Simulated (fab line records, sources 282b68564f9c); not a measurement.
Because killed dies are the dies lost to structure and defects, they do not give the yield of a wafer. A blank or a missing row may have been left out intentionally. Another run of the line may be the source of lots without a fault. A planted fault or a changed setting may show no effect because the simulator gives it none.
Split-lot study || flow ritCmos || on a route of 202 steps: 5 lots, 23 wafers read

ABOUT THE SPLIT
At RIT_PSD_IMPLANT_08, the setting energyKev was moved away from the recipe's 27 on 7 of the 23 wafers read, by -1.5% to +5.3%. For the rest of the wafers, this setting stayed at what the recipe calls for.

FROM THE SPLIT TO THE READING: what the file shows between them, 3 steps
- RIT_SDANNEAL_CLEAN_01: cleans in dHF, time 30 s (also split here: timeS)
- RIT_SDANNEAL_CLEAN_02: cleans in SC2, time 600 s
- RIT_SDANNEAL_RTA_03: time 5 s

THE READING
PSD_RS in ohm/sq, measured at RIT_SDANNEAL_RS_MEAS_04 by four-point-probe. Fault-free wafers of this fab line usually give 115.60 ohm/sq, standard deviation 0.26 ohm/sq.

{"wafer": "L075.2", "tool, chamber at the split": "implanter-02, 0", "energyKev as run": 27, "against the recipe": "recipe", "PSD_RS, ohm/sq": 115.80, "against lot-mates on the recipe": "-"}
{"wafer": "L075.3", "tool, chamber at the split": "implanter-02, 0", "energyKev as run": 27, "against the recipe": "recipe", "PSD_RS, ohm/sq": 115.27, "against lot-mates on the recipe": "-"}
{"wafer": "L075.4", "tool, chamber at the split": "implanter-02, 0", "energyKev as run": 28.43, "against the recipe": "+5.3%", "PSD_RS, ohm/sq": 112.51, "against lot-mates on the recipe": -2.93}
{"wafer": "L075.5", "tool, chamber at the split": "implanter-02, 0", "energyKev as run": 27, "against the recipe": "recipe", "PSD_RS, ohm/sq": 115.26, "against lot-mates on the recipe": "-"}
{"wafer": "L075.6", "tool, chamber at the split": "implanter-02, 0", "energyKev as run": 28.43, "against the recipe": "+5.3%", "PSD_RS, ohm/sq": 112.38, "against lot-mates on the recipe": -3.06}
{"wafer": "L074.1", "tool, chamber at the split": "implanter-03, 0", "energyKev as run": 27, "against the recipe": "recipe", "PSD_RS, ohm/sq": 115.63, "against lot-mates on the recipe": "-"}
{"wafer": "L074.2", "tool, chamber at the split": "implanter-03, 0", "energyKev as run": 27, "against the recipe": "recipe", "PSD_RS, ohm/sq": 115.62, "against lot-mates on the recipe": "-"}
{"wafer": "L074.3", "tool, chamber at the split": "implanter-03, 0", "energyKev as run": 27, "against the recipe": "recipe", "PSD_RS, ohm/sq": 115.64, "against lot-mates on the recipe": "-"}
{"wafer": "L074.5", "tool, chamber at the split": "implanter-03, 0", "energyKev as run": 27, "against the recipe": "recipe", "PSD_RS, ohm/sq": 115.67, "against lot-mates on the recipe": "-"}
{"wafer": "L074.6", "tool, chamber at the split": "implanter-03, 0", "energyKev as run": 27, "against the recipe": "recipe", "PSD_RS, ohm/sq": 115.94, "against lot-mates on the recipe": "-"}
{"wafer": "L078.1", "tool, chamber at the split": "implanter-01, 0", "energyKev as run": 27, "against the recipe": "recipe", "PSD_RS, ohm/sq": 115.72, "against lot-mates on the recipe": "-"}
{"wafer": "L078.4", "tool, chamber at the split": "implanter-01, 0", "energyKev as run": 27, "against the recipe": "recipe", "PSD_RS, ohm/sq": 115.60, "against lot-mates on the recipe": "-"}
{"wafer": "L078.5", "tool, chamber at the split": "implanter-01, 0", "energyKev as run": 27, "against the recipe": "recipe", "PSD_RS, ohm/sq": 115.43, "against lot-mates on the recipe": "-"}
{"wafer": "L081.1", "tool, chamber at the split": "implanter-02, 0", "energyKev as run": 27, "against the recipe": "recipe", "PSD_RS, ohm/sq": 115.82, "against lot-mates on the recipe": "-"}
{"wafer": "L081.2", "tool, chamber at the split": "implanter-02, 0", "energyKev as run": 27, "against the recipe": "recipe", "PSD_RS, ohm/sq": 115.96, "against lot-mates on the recipe": "-"}
{"wafer": "L081.3", "tool, chamber at the split": "implanter-02, 0", "energyKev as run": 26.59, "against the recipe": "-1.5%", "PSD_RS, ohm/sq": 116.65, "against lot-mates on the recipe": "+0.68"}
{"wafer": "L081.4", "tool, chamber at the split": "implanter-02, 0", "energyKev as run": 27, "against the recipe": "recipe", "PSD_RS, ohm/sq": 116.12, "against lot-mates on the recipe": "-"}
{"wafer": "L081.6", "tool, chamber at the split": "implanter-02, 0", "energyKev as run": 26.59, "against the recipe": "-1.5%", "PSD_RS, ohm/sq": 116.83, "against lot-mates on the recipe": "+0.86"}
{"wafer": "L083.1", "tool, chamber at the split": "implanter-01, 0", "energyKev as run": 27.8, "against the recipe": "+3.0%", "PSD_RS, ohm/sq": 113.84, "against lot-mates on the recipe": -1.53}
{"wafer": "L083.2", "tool, chamber at the split": "implanter-01, 0", "energyKev as run": 27.8, "against the recipe": "+3.0%", "PSD_RS, ohm/sq": 113.92, "against lot-mates on the recipe": -1.45}
{"wafer": "L083.3", "tool, chamber at the split": "implanter-01, 0", "energyKev as run": 27.8, "against the recipe": "+3.0%", "PSD_RS, ohm/sq": 114.03, "against lot-mates on the recipe": -1.34}
{"wafer": "L083.5", "tool, chamber at the split": "implanter-01, 0", "energyKev as run": 27, "against the recipe": "recipe", "PSD_RS, ohm/sq": 115.13, "against lot-mates on the recipe": "-"}
{"wafer": "L083.6", "tool, chamber at the split": "implanter-01, 0", "energyKev as run": 27, "against the recipe": "recipe", "PSD_RS, ohm/sq": 115.62, "against lot-mates on the recipe": "-"}

FIT RESULTS
A straight line over all 23 wafers: PSD_RS changes by -0.607 ohm/sq for each +1% of energyKev; r = -0.98; the points scatter about the line by 0.24 ohm/sq.
The same after taking each lot's own level away (the mean of its wafers on the recipe; 23 wafers): -0.54 ohm/sq for each +1%; r = -0.99; scatter 0.17 ohm/sq.
That fit puts the effect of the largest move of energyKev on the reading at 2.9 ohm/sq.
From 115.375 to 115.967 ohm/sq: that is the span of the lots' own levels, equal to 2.3 times the standard deviation above.
So the lot-to-lot level changes the slope: the two fits differ.
Check: for one of the wafers moved furthest among these (+5.3%), held out of the fit, the line's prediction against its lot-mates is -2.82 ohm/sq. Against them it came out at -2.93 ohm/sq.

THESE WAFERS: OTHER SPLITS
These wafers also went through other splits before the reading. Each is held against what the fit with the lots' levels taken away leaves over:
{"other split on the same wafers": "RIT_PLDD_IMPLANT_08 energyKev", "wafers away from the commonest value": 4, "r with PSD_RS (lot level and that fit taken away)": "+0.20"}
{"other split on the same wafers": "RIT_SDANNEAL_CLEAN_01 timeS", "wafers away from the commonest value": 18, "r with PSD_RS (lot level and that fit taken away)": -0.11}

THE WHOLE CHAIN: every reading that the file lists as answering this split, in the file's order
{"step": "RIT_PSD_IMPLANT_08", "what it does": "", "reading": "implant.rpNm (the simulator's own value, which no gauge read)", "change (the file's fit)": "+0.175 nm for each +1% of the setting", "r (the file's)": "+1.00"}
{"step": "RIT_PSD_IMPLANT_08", "what it does": "", "reading": "implant.drpNm (the simulator's own value, which no gauge read)", "change (the file's fit)": "+0.0842 nm for each +1% of the setting", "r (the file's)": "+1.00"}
{"step": "RIT_SDANNEAL_RS_MEAS_04", "what it does": "measures by four-point-probe", "reading": "PSD_RS", "change (the file's fit)": "-0.545 for each +1% of the setting", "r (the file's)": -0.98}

FILE'S OWN FIT
PSD_RS changes by -0.545 ohm/sq for each +1% of energyKev, r = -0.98.
